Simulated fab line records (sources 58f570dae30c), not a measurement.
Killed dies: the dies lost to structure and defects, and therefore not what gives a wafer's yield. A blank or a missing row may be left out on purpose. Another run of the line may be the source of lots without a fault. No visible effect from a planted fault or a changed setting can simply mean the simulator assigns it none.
The tool behind it: which one? / flow berkeleyCmos170 / 13 lots, 38 wafers sampled, at 5 steps of a route of 331

== WHAT THE GAUGES READ, wafer by wafer ==
UCB170_NLDD_TW_MEAS_11. Usual: for NLDD_TW the level is 2229 and the standard deviation is 33.
lot=L119; measured=day 6 22:45; on=filmMetro-01; NLDD_TW=2203 2196 2190; flag=
lot=L118; measured=day 7 10:55; on=filmMetro-04; NLDD_TW=2249 2262 2273; flag=
lot=L122; measured=day 8 00:13; on=filmMetro-03; NLDD_TW=2218 2236; flag=
lot=L125; measured=day 8 16:23; on=filmMetro-03; NLDD_TW=2215 2222 2228; flag=
lot=L129; measured=day 9 02:22; on=filmMetro-04; NLDD_TW=2253 2251 2252; flag=
lot=L127; measured=day 9 02:47; on=filmMetro-01; NLDD_TW=2192 2189 2187; flag=
lot=L128; measured=day 9 02:55; on=filmMetro-04; NLDD_TW=2253 2256 2261; flag=
lot=L130; measured=day 9 15:17; on=filmMetro-01; NLDD_TW=2184 2176 2172; flag=
lot=L131; measured=day 9 15:59; on=filmMetro-01; NLDD_TW=2188 2176 2178; flag=
lot=L132; measured=day 9 16:53; on=filmMetro-01; NLDD_TW=2188 2176 2181; flag=
lot=L135; measured=day 10 12:33; on=filmMetro-03; NLDD_TW=2225 2222 2232; flag=
lot=L138; measured=day 11 01:46; on=filmMetro-03; NLDD_TW=2226 2234 2224; flag=
lot=L139; measured=day 11 04:50; on=filmMetro-01; NLDD_TW=2189 2195 2185; flag=

UCB170_NSD_CD_MEAS_06 targets a cd of 1200 nm. Usual: cdNm 1200.1 nm, standard deviation 1.6.
lot=L119; measured=day 7 06:50; on=cdSem-02; cdNm (nm)=1197.3 1199.1 1198.3; flag=
lot=L118; measured=day 7 20:02; on=cdSem-01; cdNm (nm)=1203.3 1202.1 1200.7; flag=
lot=L122; measured=day 8 08:52; on=cdSem-02; cdNm (nm)=1202.6 1201.4; flag=
lot=L125; measured=day 9 02:46; on=cdSem-02; cdNm (nm)=1198.9 1198.2 1199.5; flag=
lot=L129; measured=day 9 15:44; on=cdSem-02; cdNm (nm)=1200.8 1199.7 1200.9; flag=
lot=L127; measured=day 9 15:59; on=cdSem-02; cdNm (nm)=1199.3 1200.2 1200.6; flag=
lot=L128; measured=day 9 15:49; on=cdSem-02; cdNm (nm)=1199.0 1198.7 1199.3; flag=
lot=L130; measured=day 10 03:50; on=cdSem-01; cdNm (nm)=1197.7 1197.1 1197.9; flag=
lot=L131; measured=day 10 04:19; on=cdSem-01; cdNm (nm)=1200.7 1201.3 1200.4; flag=
lot=L132; measured=day 10 04:40; on=cdSem-01; cdNm (nm)=1200.4 1200.6 1200.6; flag=
lot=L135; measured=day 10 23:45; on=cdSem-02; cdNm (nm)=1202.8 1201.8 1203.2; flag=
lot=L138; measured=day 11 10:29; on=cdSem-02; cdNm (nm)=1202.3 1202.2 1202.5; flag=
lot=L139; measured=day 11 14:07; on=cdSem-01; cdNm (nm)=1198.6 1200.4 1199.8; flag=

UCB170_V1_CD_MEAS_90 targets a cd of 700 nm. Usual: cdNm 700.1 nm, standard deviation 1.6.
lot=L119; measured=day 7 23:29; on=cdSem-02; cdNm (nm)=701.3 703.4 701.7; flag=
lot=L118; measured=day 8 11:30; on=cdSem-01; cdNm (nm)=702.4 703.1 701.8; flag=
lot=L122; measured=day 9 07:41; on=cdSem-01; cdNm (nm)=701.1 712.3 701.6 712.2; flag=OFF
lot=L125; measured=day 9 22:19; on=cdSem-02; cdNm (nm)=697.8 699.3 699.2; flag=
lot=L129; measured=day 10 11:52; on=cdSem-01; cdNm (nm)=697.4 696.8 698.6; flag=
lot=L127; measured=day 10 12:07; on=cdSem-02; cdNm (nm)=698.1 699.8 699.4; flag=
lot=L128; measured=day 10 11:33; on=cdSem-02; cdNm (nm)=701.0 701.7 701.5; flag=
lot=L130; measured=day 11 00:26; on=cdSem-01; cdNm (nm)=700.6 699.9 701.0; flag=
lot=L131; measured=day 11 00:58; on=cdSem-01; cdNm (nm)=701.5 700.5 700.0; flag=
lot=L132; measured=day 11 02:08; on=cdSem-02; cdNm (nm)=699.6 702.1 700.5; flag=
lot=L135; measured=day 12 01:34; on=cdSem-02; cdNm (nm)=701.1 699.3 703.1; flag=
lot=L138; measured=day 12 06:02; on=cdSem-02; cdNm (nm)=701.2 703.0 702.0; flag=
lot=L139; measured=day 12 11:55; on=cdSem-01; cdNm (nm)=699.6 700.5 701.2; flag=

== WHICH TOOL RAN EACH LOT (tool, then ch and the chambers of the sampled wafers, then the start) ==
lot=L119; UCB170_V1_ETCH_14=rieDiel-03 ch 1,2, day 7 23:12; UCB170_V1_STRIP_15=plasmaAsher-03 ch 0,1, day 7 23:23
lot=L118; UCB170_V1_ETCH_14=rieDiel-03 ch 0,3, day 8 11:12; UCB170_V1_STRIP_15=plasmaAsher-01 ch 0,1, day 8 11:23
lot=L122; UCB170_V1_ETCH_14=rieDiel-03 ch 2,3, day 9 07:23; UCB170_V1_STRIP_15=plasmaAsher-03 ch 0,1, day 9 07:34
lot=L125; UCB170_V1_ETCH_14=rieDiel-02 ch 0,2,3, day 9 22:02; UCB170_V1_STRIP_15=plasmaAsher-02 ch 0,1, day 9 22:13
lot=L129; UCB170_V1_ETCH_14=rieDiel-02 ch 0,2,3, day 10 11:33; UCB170_V1_STRIP_15=plasmaAsher-03 ch 0,1, day 10 11:46
lot=L127; UCB170_V1_ETCH_14=rieDiel-01 ch 1,2, day 10 11:50; UCB170_V1_STRIP_15=plasmaAsher-03 ch 0,1, day 10 12:01
lot=L128; UCB170_V1_ETCH_14=rieDiel-01 ch 0,1,3, day 10 11:16; UCB170_V1_STRIP_15=plasmaAsher-02 ch 1, day 10 11:27
lot=L130; UCB170_V1_ETCH_14=rieDiel-01 ch 0,1,2, day 11 00:07; UCB170_V1_STRIP_15=plasmaAsher-03 ch 0,1, day 11 00:20
lot=L131; UCB170_V1_ETCH_14=rieDiel-02 ch 1,2, day 11 00:40; UCB170_V1_STRIP_15=plasmaAsher-03 ch 0,1, day 11 00:51
lot=L132; UCB170_V1_ETCH_14=rieDiel-01 ch 0,1,3, day 11 01:52; UCB170_V1_STRIP_15=plasmaAsher-01 ch 0,1, day 11 02:02
lot=L135; UCB170_V1_ETCH_14=rieDiel-02 ch 1,2,3, day 12 01:20; UCB170_V1_STRIP_15=plasmaAsher-02 ch 0,1, day 12 01:27
lot=L138; UCB170_V1_ETCH_14=rieDiel-02 ch 1,2,3, day 12 05:43; UCB170_V1_STRIP_15=plasmaAsher-02 ch 0,1, day 12 05:56
lot=L139; UCB170_V1_ETCH_14=rieDiel-01 ch 0,1,3, day 12 11:38; UCB170_V1_STRIP_15=plasmaAsher-01 ch 0,1, day 12 11:49
- UCB170_V1_ETCH_14: etches SiO2 in CHF3/CF4/Ar, stops on Al, target depth 1250 nm, time 291 s.
- UCB170_V1_STRIP_15: strips in O2.

== WHAT THE TOOLS THEMSELVES READ (means of the sampled wafers that have a number; where no wafer has one, the mark that the record gives instead) ==
UCB170_V1_ETCH_14. Usual: drypumpMotorCurrentA 5.6 A, standard deviation 0.44; oesProductAu 0.862 a.u., standard deviation 0.015; rfFwdPowerW 699.1 W, standard deviation 1.9; throttleValvePct 6.90 %, standard deviation 0.086.
lot=L119; tool=rieDiel-03; drypumpMotorCurrentA (A)=6.2; oesProductAu (a.u.)=0.850; rfFwdPowerW (W)=699.5; throttleValvePct (%)=6.81; flag=
lot=L118; tool=rieDiel-03; drypumpMotorCurrentA (A)=5.4; oesProductAu (a.u.)=0.865; rfFwdPowerW (W)=698.8; throttleValvePct (%)=7.02; flag=
lot=L122; tool=rieDiel-03; drypumpMotorCurrentA (A)=5.8; oesProductAu (a.u.)=0.859; rfFwdPowerW (W)=946.1; throttleValvePct (%)=6.92; flag=OFF
lot=L125; tool=rieDiel-02; drypumpMotorCurrentA (A)=5.8; oesProductAu (a.u.)=0.865; rfFwdPowerW (W)=699.9; throttleValvePct (%)=6.89; flag=
lot=L129; tool=rieDiel-02; drypumpMotorCurrentA (A)=5.8; oesProductAu (a.u.)=0.863; rfFwdPowerW (W)=699.0; throttleValvePct (%)=6.89; flag=
lot=L127; tool=rieDiel-01; drypumpMotorCurrentA (A)=5.2; oesProductAu (a.u.)=0.874; rfFwdPowerW (W)=697.8; throttleValvePct (%)=7.00; flag=
lot=L128; tool=rieDiel-01; drypumpMotorCurrentA (A)=5.2; oesProductAu (a.u.)=0.862; rfFwdPowerW (W)=698.3; throttleValvePct (%)=6.93; flag=
lot=L130; tool=rieDiel-01; drypumpMotorCurrentA (A)=5.4; oesProductAu (a.u.)=0.875; rfFwdPowerW (W)=700.3; throttleValvePct (%)=6.96; flag=
lot=L131; tool=rieDiel-02; drypumpMotorCurrentA (A)=5.6; oesProductAu (a.u.)=0.847; rfFwdPowerW (W)=698.5; throttleValvePct (%)=6.82; flag=
lot=L132; tool=rieDiel-01; drypumpMotorCurrentA (A)=5.2; oesProductAu (a.u.)=0.865; rfFwdPowerW (W)=698.8; throttleValvePct (%)=6.92; flag=
lot=L135; tool=rieDiel-02; drypumpMotorCurrentA (A)=5.5; oesProductAu (a.u.)=0.854; rfFwdPowerW (W)=701.0; throttleValvePct (%)=6.89; flag=
lot=L138; tool=rieDiel-02; drypumpMotorCurrentA (A)=5.5; oesProductAu (a.u.)=0.859; rfFwdPowerW (W)=698.6; throttleValvePct (%)=6.89; flag=
lot=L139; tool=rieDiel-01; drypumpMotorCurrentA (A)=5.2; oesProductAu (a.u.)=0.866; rfFwdPowerW (W)=700.0; throttleValvePct (%)=6.92; flag=

UCB170_V1_STRIP_15. Usual: drypumpMotorCurrentA 5.57 A, standard deviation 0.24; oesProductAu 0.722 a.u., standard deviation 0.0039; stripTimeToEndpointS 15.30 s, standard deviation 0.083.
lot=L119; tool=plasmaAsher-03; drypumpMotorCurrentA (A)=5.65; oesProductAu (a.u.)=0.723; stripTimeToEndpointS (s)=15.23; flag=
lot=L118; tool=plasmaAsher-01; drypumpMotorCurrentA (A)=5.46; oesProductAu (a.u.)=0.721; stripTimeToEndpointS (s)=15.31; flag=
lot=L122; tool=plasmaAsher-03; drypumpMotorCurrentA (A)=5.63; oesProductAu (a.u.)=0.725; stripTimeToEndpointS (s)=14.27; flag=OFF
lot=L125; tool=plasmaAsher-02; drypumpMotorCurrentA (A)=5.48; oesProductAu (a.u.)=0.719; stripTimeToEndpointS (s)=15.30; flag=
lot=L129; tool=plasmaAsher-03; drypumpMotorCurrentA (A)=5.60; oesProductAu (a.u.)=0.723; stripTimeToEndpointS (s)=15.24; flag=
lot=L127; tool=plasmaAsher-03; drypumpMotorCurrentA (A)=5.59; oesProductAu (a.u.)=0.723; stripTimeToEndpointS (s)=15.23; flag=
lot=L128; tool=plasmaAsher-02; drypumpMotorCurrentA (A)=5.41; oesProductAu (a.u.)=0.723; stripTimeToEndpointS (s)=15.27; flag=
lot=L130; tool=plasmaAsher-03; drypumpMotorCurrentA (A)=5.66; oesProductAu (a.u.)=0.724; stripTimeToEndpointS (s)=15.25; flag=
lot=L131; tool=plasmaAsher-03; drypumpMotorCurrentA (A)=5.60; oesProductAu (a.u.)=0.721; stripTimeToEndpointS (s)=15.39; flag=
lot=L132; tool=plasmaAsher-01; drypumpMotorCurrentA (A)=5.48; oesProductAu (a.u.)=0.720; stripTimeToEndpointS (s)=15.32; flag=
lot=L135; tool=plasmaAsher-02; drypumpMotorCurrentA (A)=5.47; oesProductAu (a.u.)=0.724; stripTimeToEndpointS (s)=15.28; flag=
lot=L138; tool=plasmaAsher-02; drypumpMotorCurrentA (A)=5.44; oesProductAu (a.u.)=0.717; stripTimeToEndpointS (s)=15.27; flag=
lot=L139; tool=plasmaAsher-01; drypumpMotorCurrentA (A)=5.70; oesProductAu (a.u.)=0.721; stripTimeToEndpointS (s)=15.39; flag=

== THE ANSWER, worked out from the rows above alone ==
Rule: a lot counts as off when the mean over its wafers that have a number is more than 3 standard deviations away from the usual mean. A lot without any number at a reading at which 4 lots or more have one is off too. Any other lot the step has rows for is counted as sound. First the gauges in route order, then the tools' own readings, where a lot's mean is used as printed above. At the first step where some lot is off, the reading lying furthest off is the one used; lots without a number count as furthest.
Off: L122, at UCB170_V1_CD_MEAS_90 (cdNm).
A tool fits if, at a process step before that reading, it ran every lot that is off, and no sound lot after the first of them. The gauges at UCB170_V1_CD_MEAS_90 aren't tried: what is off there is off at UCB170_V1_ETCH_14 too, on other tools, and a gauge's error can't cause that. One fits: rieDiel-03 at UCB170_V1_ETCH_14. Its last sound lot is L118 (day 8 11:12), its first lot that is off L122 (day 9 07:23): a fault that began between those two fits.
The tool's own readings at UCB170_V1_ETCH_14 bear it out: on the lots that are off they differ by more than 5 times the standard deviation of the sound lots' means. rfFwdPowerW reads 946.1 W there against 699.2 W on the sound lots.

== WHAT HAD BEEN PUT IN BY THE SIMULATOR ==
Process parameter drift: rieDiel-03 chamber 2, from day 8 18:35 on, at UCB170_V1_ETCH_14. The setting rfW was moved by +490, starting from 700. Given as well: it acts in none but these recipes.
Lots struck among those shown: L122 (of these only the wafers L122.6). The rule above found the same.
